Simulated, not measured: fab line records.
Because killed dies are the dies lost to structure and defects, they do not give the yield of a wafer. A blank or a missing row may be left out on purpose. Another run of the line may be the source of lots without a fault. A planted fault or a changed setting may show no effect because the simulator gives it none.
One fault seen from 2 desks + flow ritCmos + what lay behind the numbers comes last; until then each desk has only its own

AT THE METROLOGY DESK
Means of the sampled wafers that have a number, per lot and without regard to the tool the lot ran on: this is what the gauges read. Marked OUT: a lot whose mean sits more than 4 standard deviations from the usual mean, which makes it out of limits; the brackets give that distance.
Columns: A = GATE_OXIDE_THK at RIT_GATE_THK_MEAS_07, usual 3.23 nm; B = GATE_POLY_THK at RIT_GATE_THK_MEAS_09, usual 250.2 nm; C = cdNm at RIT_GATE_CD_MEAS_16, usual 149.6 nm; D = GATE_OVL at RIT_GATE_OVL_MEAS_17, usual 0.2 nm
| lot  | first seen here | A    | B     | C     | D    |
|------|-----------------|------|-------|-------|------|
| L639 | day 2 11:01     | 3.26 | 249.0 | 150.1 | -0.2 |
| L646 | day 3 22:11     | 3.21 | 247.1 | 147.9 | 1.1  |
| L654 | day 5 15:24     | 3.24 | 254.2 | 150.2 | 1.0  |
| L656 | day 6 00:20     | 3.31 | 251.7 | 148.1 | 0.7  |
| L659 | day 6 15:18     | 3.25 | 249.2 | 153.2 | 0.5  |
| L661 | day 7 02:49     | 3.08 | 251.2 | 148.1 | -0.5 |
This desk found nothing out of limits on any of the 6 lots.

DESK OF THE TOOL OWNER: rieSi-01
The tool's own readings at RIT_GATE_ETCH_19 (etches poly-Si in SF6/CHF3/O2, stops on SiO2, time 165 s, target depth 312.5 nm): means of the sampled wafers that have a number, for each lot that ran on this tool. Marked OUT: a lot whose mean sits more than 4 standard deviations from the usual mean, which makes it out of limits; the brackets give that distance.
Columns: A = drypumpMotorCurrentA at RIT_GATE_ETCH_19, usual 6.2 A; B = oesProductAu at RIT_GATE_ETCH_19, usual 0.847 a.u.; C = throttleValvePct at RIT_GATE_ETCH_19, usual 10.22 %
| lot  | first seen here | A   | B                | C     |
|------|-----------------|-----|------------------|-------|
| L646 | day 4 01:20     | 6.2 | 0.845            | 10.11 |
| L654 | day 5 19:17     | 6.2 | 0.981 (+8.4) OUT | 10.24 |
| L656 | day 6 03:28     | 6.1 | 0.974 (+8.0) OUT | 10.11 |
This desk's finding: out of limits on L654, L656; first on L654, day 5 19:17 (oesProductAu at RIT_GATE_ETCH_19). L646 stayed within limits.

PUT TOGETHER
The tool owner's desk had the chance to raise an alarm at day 5 19:17 on L654, L656.
Metrology desk: nothing out of limits seen.
The metrology desk holds a record of L654, L656, inside its limits.
All the named lots went through RIT_GATE_ETCH_19 on rieSi-01.

WHAT HAD BEEN PUT IN BY THE SIMULATOR
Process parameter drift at RIT_GATE_ETCH_19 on rieSi-01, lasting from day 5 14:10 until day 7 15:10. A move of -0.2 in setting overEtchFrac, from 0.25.
Struck lots among those shown: L654, L656.
Delay in hours, fault start to first out-of-limits reading, by desk: the tool owner's desk at 5.
